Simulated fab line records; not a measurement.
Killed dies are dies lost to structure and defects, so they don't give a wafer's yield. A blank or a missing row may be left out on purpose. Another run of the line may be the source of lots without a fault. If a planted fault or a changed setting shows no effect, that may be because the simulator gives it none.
8D (eight disciplines) problem report, filled in by code / flow berkeley cmos170 / the parts of the form that need people (team, actions taken, sign-off) are left out

## 1. WHAT WENT WRONG
Wafers free of any fault read 0.0323 ohm/sq (standard deviation 0.00056) for M2_AL_RS at UCB170_M2_RS_MEAS_02, against a mean of 0.0712 ohm/sq on 6 wafers of 2 lots. Relative to the usual mean, that is a shift of +69 standard deviations.
The step: measures by four-point-probe.
First seen on wafer L618.1, day 12 05:04, on film metro-04. The record has a number at this step for 42 wafers belonging to 14 lots. Rule for "out" (also "out of limits"): further than 4 standard deviations from the usual mean. The rest of the wafers with a number are treated as sound.

## 2. WHAT THIS IS AND IS NOT
question=which readings at this step | is=M2_AL_RS | is not=-
question=which lots | is=L618, L621 | is not=L604, L605, L606, L608, L609, L610, L611, L612, L613, L616, L619, L626
question=which wafers of those lots | is=all that have a number | is not=-
question=read on which gauges | is=film metro-04 | is not=film metro-02, film metro-03
question=when | is=from day 12 05:04 | is not=up to then (33 sound wafers); but 3 sound wafers of L626 came after

## 3. SUSPECTS, AND WHAT RULES EACH OUT
Counting: a tool stays on the suspect list if, at a process step up to the reading, it processed all lots that are out and no sound lot following the first of them.
- the gauge at UCB170_M2_RS_MEAS_02 has been ruled out. All the wafers that are out were read on film metro-04, but those of them that UCB170_M2_METAL_ETCH_18 has rows for are out there too, on other tools.
- pvd sputter-01 at UCB170_M2_SPUTTER_01 (material Al, target thk 900 nm, time 120 s): kept. It ran every lot that is out, first L618 (day 12 04:59), and no sound lot after that; its last sound lot up to then is L616 (day 11 17:16).
Remaining after the count: pvd sputter-01 at UCB170_M2_SPUTTER_01.

## 4. THE CAUSE (what the simulator had put in)
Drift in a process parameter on pvd sputter-01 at UCB170_M2_SPUTTER_01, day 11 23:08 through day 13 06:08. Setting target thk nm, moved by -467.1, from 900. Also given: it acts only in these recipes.
Counting left only this tool.

## 5. THE CHAIN OF EFFECTS, in route order
Each row: a reading where the mean over the struck wafers with a number is more than 3 standard deviations away from the usual. Only readings for which the record gives a usual standard deviation are gone through. hours: the time from each lot's start at the first step in this table that gives one to its start at this step, as a median over the lots. sigmas: the change in usual standard deviations.
hours=0; step=UCB170_M2_RS_MEAS_02; reading=M2_AL_RS; usual=0.0323 ohm/sq; on struck wafers=0.0712; change=+0.0389; sigmas=+69
hours=0; step=UCB170_M2_THK_MEAS_03; reading=M2_AL_THK; usual=880 nm; on struck wafers=405; change=-475; sigmas=-26
hours=2; step=UCB170_M2_METAL_ETCH_18; reading=oes product au; usual=0.862 a.u.; on struck wafers=0.603; change=-0.259; sigmas=-22
Here are the process steps it includes:
- UCB170_M2_METAL_ETCH_18: etches Al in Cl2/BCl3, stops on SiO2, target depth 1170 nm, time 195 s.

## 6. WHAT WOULD HAVE CAUGHT IT SOONER
In this record the first reading out of limits at a measuring or inspecting step was taken at day 12 05:04, 6 hours after the fault began at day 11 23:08.
Tool readings at UCB170_M2_SPUTTER_01 with a usual standard deviation given in the record: none out on any struck wafer, hence no alarm at a limit of 4 standard deviations on them.
Lots out: 2; of these, L621 started UCB170_M2_SPUTTER_01 on pvd sputter-01 after day 12 05:04. Had the tool been put on hold then, it would have been spared.
